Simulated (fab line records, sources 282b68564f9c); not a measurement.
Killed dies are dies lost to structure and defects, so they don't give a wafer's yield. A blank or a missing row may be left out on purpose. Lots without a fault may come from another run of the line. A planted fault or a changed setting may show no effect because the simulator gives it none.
Which tool did it? | flow rit_cmos | 7 lots, 21 wafers sampled, at 2 steps of a route of 202

WHAT THE GAUGES READ, wafer by wafer
RIT_NLDD_TW_MEAS_10.
lot  | measured    | on            | NLDD_TW
L727 | day 3 04:34 | film_metro-03 | 2509 2504 2482
L729 | day 3 13:02 | film_metro-01 | 2473 2472 2463
L731 | day 3 23:26 | film_metro-03 | 2517 2507 2494
L734 | day 4 14:35 | film_metro-01 | 2460 2464 2469
L740 | day 6 00:38 | film_metro-01 | 2489 2485 2487
L744 | day 6 17:54 | film_metro-04 | 2507 2508 2488
L747 | day 7 09:46 | film_metro-04 | 2529 2518 2506

WHICH TOOL RAN EACH LOT (tool, then ch and the chambers of the sampled wafers, then the start)
lot  | RIT_NLDD_IMPLANT_08
L727 | implanter-04 ch 0, day 3 04:16
L729 | implanter-02 ch 0, day 3 12:42
L731 | implanter-04 ch 0, day 3 23:07
L734 | implanter-02 ch 0, day 4 14:18
L740 | implanter-01 ch 0, day 6 00:19
L744 | implanter-01 ch 0, day 6 17:37
L747 | implanter-04 ch 0, day 7 09:26
- RIT_NLDD_IMPLANT_08

THE ANSWER, worked out from the rows above alone
Rule: what is usual is taken from the lots themselves. Put in order of their means at a reading, lots are off if they are a third of the lots or fewer, leave a main group of 4 or more, and stand apart from it by a gap of 3 or more times the standard deviation of the main group's means; of several such gaps the widest counts. A main group whose means are all the same, to the digits that the tables above print for the reading, isn't used. A lot without any number at a reading at which 4 lots or more have one is off too. The other lots that the step has rows for count as sound.
No lot is off at any reading shown: from this, nothing can be told.

WHAT THE SIMULATOR HAD PUT IN
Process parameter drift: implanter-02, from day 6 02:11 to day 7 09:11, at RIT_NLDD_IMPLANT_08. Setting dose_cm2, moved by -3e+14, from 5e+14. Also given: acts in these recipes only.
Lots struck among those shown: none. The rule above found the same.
